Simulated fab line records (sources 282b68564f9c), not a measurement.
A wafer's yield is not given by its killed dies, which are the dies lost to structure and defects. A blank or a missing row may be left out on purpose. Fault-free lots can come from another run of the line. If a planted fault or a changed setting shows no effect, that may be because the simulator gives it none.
The tool behind it: which one?	flow rit cmos	10 lots, 30 wafers sampled, at 2 steps of a route of 202

WHAT EACH GAUGE READ, for each wafer
RIT_ACTIVE_THK_MEAS_04.
lot	measured	on	ACTIVE_NITRIDE_THK (nm)
L424	day 1 14:16	film metro-01	149.7 150.5 149.8
L425	day 1 18:35	film metro-01	148.2 148.3 147.5
L431	day 3 01:14	film metro-02	276.4 275.1 276.0
L435	day 3 20:32	film metro-01	149.7 150.2 149.2
L437	day 4 07:14	film metro-03	150.5 149.3 150.3
L439	day 4 16:32	film metro-02	149.9 150.3 150.9
L441	day 5 03:15	film metro-02	149.5 149.1 150.0
L443	day 5 12:33	film metro-01	148.5 148.4 148.7
L445	day 5 23:32	film metro-02	150.6 151.1 150.6
L447	day 6 08:33	film metro-03	149.7 149.3 149.1

WHICH TOOL RAN EACH LOT (tool, then ch and the chambers of the sampled wafers, then the start)
lot	RIT_ACTIVE_CVD_03
L424	lpcvd-02 ch 0, day 1 12:07
L425	lpcvd-01 ch 1, day 1 17:10
L431	lpcvd-02 ch 1, day 2 23:07
L435	lpcvd-01 ch 1, day 3 19:07
L437	lpcvd-01 ch 1, day 4 05:07
L439	lpcvd-01 ch 1, day 4 15:07
L441	lpcvd-01 ch 0, day 5 01:07
L443	lpcvd-01 ch 1, day 5 11:07
L445	lpcvd-01 ch 0, day 5 22:06
L447	lpcvd-01 ch 0, day 6 07:07
- RIT_ACTIVE_CVD_03: deposits Si3N4 from SiH2Cl2/NH3, target thk 150 nm, time 1500 s.

THE ANSWER, worked out from the rows above alone
Rule: what is usual is taken from the lots themselves. The widest of any qualifying gaps counts: lots, ordered by their means at a reading, are off when they make up no more than a third of the lots, leave a main group of 4 or more, and stand apart from it by 3 or more times the standard deviation of that group's means. The tables above print the reading to a certain number of digits; a main group whose means all agree to those digits is not used. Also off: a lot with no number at a reading for which 4 or more lots have one. The other lots that the step has rows for count as sound.
Off: L431, seen at RIT_ACTIVE_THK_MEAS_04 (ACTIVE_NITRIDE_THK). For the main group the mean is 149.6 nm and the standard deviation 0.82.
A tool fits if, at a process step before that reading, it ran every lot that is off, and no sound lot after the first of them. Gauges at RIT_ACTIVE_THK_MEAS_04: tried the same way as those tools. One fits: lpcvd-02 at RIT_ACTIVE_CVD_03. A fault onset in the window from L424 (day 1 12:07, its last sound lot) to L431 (day 2 23:07, its first lot off) fits.

WHAT THE SIMULATOR HAD PUT IN
lpcvd-02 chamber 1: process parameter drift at RIT_ACTIVE_CVD_03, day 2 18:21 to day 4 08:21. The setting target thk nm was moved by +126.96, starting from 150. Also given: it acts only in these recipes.
Struck lots among those shown: L431. Same finding as the rule above.
